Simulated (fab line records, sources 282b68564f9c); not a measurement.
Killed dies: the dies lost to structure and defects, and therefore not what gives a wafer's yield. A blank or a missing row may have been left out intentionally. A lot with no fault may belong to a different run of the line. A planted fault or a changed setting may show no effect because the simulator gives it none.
Which tool is to blame?	flow rit cmos	Sampling: 14 lots, 42 wafers, 2 of 202 route steps

== WHAT EACH GAUGE READ, for each wafer ==
RIT_NRETRO_OVL_MEAS_06. Usual: for NRETRO_OVL the level is 0.2 nm and the standard deviation is 1.2.
lot	measured	on	NRETRO_OVL (nm)	flag
L833	day 2 07:57	overlay-02	1.5 -0.4 2.9	
L834	day 2 12:12	overlay-01	1.2 1.9 1.9	
L835	day 2 16:44	overlay-01	1.2 1.9 1.5	
L836	day 2 21:25	overlay-02	0.4 2.3 1.4	
L837	day 3 01:35	overlay-01	1.0 1.8 1.0	
L838	day 3 08:02	overlay-01	-0.7 1.3 -0.2	
L839	day 3 11:40	overlay-02	0.4 -0.5 0.0	
L840	day 3 20:09	overlay-02	0.2 1.2 -0.8	
L842	day 4 06:53	overlay-02	0.7 -1.1 0.4	
L844	day 4 14:19	overlay-02	-1.9 -2.9 -2.2	
L845	day 4 19:32	overlay-01	-0.7 -1.4 -1.9	
L846	day 5 00:38	overlay-02	-0.4 -1.1 0.1	
L852	day 6 05:05	overlay-01	0.0 -1.4 -1.6	
L854	day 6 17:11	overlay-01	-0.2 -0.7 -0.1	

== WHICH TOOL RAN EACH LOT (tool, then ch and the chambers of the sampled wafers, then the start) ==
lot	RIT_NWELL_STRIP_09
L833	plasma asher-04 ch 0,1, day 1 22:52
L834	plasma asher-02 ch 0,1, day 2 03:53
L835	plasma asher-02 ch 0,1, day 2 08:18
L836	plasma asher-02 ch 0,1, day 2 12:47
L837	plasma asher-04 ch 0,1, day 2 17:28
L838	plasma asher-04 ch 0,1, day 2 23:44
L839	plasma asher-02 ch 0,1, day 3 02:44
L840	plasma asher-04 ch 0,1, day 3 11:54
L842	plasma asher-04 ch 0,1, day 3 22:31
L844	plasma asher-01 ch 0,1, day 4 05:24
L845	plasma asher-01 ch 0,1, day 4 10:25
L846	plasma asher-02 ch 0,1, day 4 15:50
L852	plasma asher-01 ch 0,1, day 5 20:19
L854	plasma asher-01 ch 0,1, day 6 08:31
- RIT_NWELL_STRIP_09: strips in O2, time 180 s.

== WHAT THE TOOLS THEMSELVES READ (means of the sampled wafers that have a number; where no wafer has one, the mark that the record gives instead) ==
RIT_NWELL_STRIP_09. Usual: drypump motor current A at 5.9 A, with a standard deviation of 0.48.
lot	tool	drypump motor current A (A)	flag
L833	plasma asher-04	5.9	
L834	plasma asher-02	5.9	
L835	plasma asher-02	5.9	
L836	plasma asher-02	5.8	
L837	plasma asher-04	5.9	
L838	plasma asher-04	6.1	
L839	plasma asher-02	5.9	
L840	plasma asher-04	6.0	
L842	plasma asher-04	6.1	
L844	plasma asher-01	5.5	
L845	plasma asher-01	5.5	
L846	plasma asher-02	5.9	
L852	plasma asher-01	6.0	
L854	plasma asher-01	6.0	

== THE ANSWER, worked out from the rows above alone ==
Rule: lot off if the mean of its wafers having a number is beyond 3 standard deviations from the usual mean. A lot without any number at a reading at which 4 lots or more have one is off too. The other lots that the step has rows for count as sound. After the gauges, taken in route order, come the tools' own readings; for these a lot's mean is taken, as printed above. At the first step where some lot is off, the reading lying furthest off is the one used; lots without a number count as furthest.
Across all readings shown, no lot is off: no conclusion can be drawn from this.

== WHAT THE SIMULATOR HAD PUT IN ==
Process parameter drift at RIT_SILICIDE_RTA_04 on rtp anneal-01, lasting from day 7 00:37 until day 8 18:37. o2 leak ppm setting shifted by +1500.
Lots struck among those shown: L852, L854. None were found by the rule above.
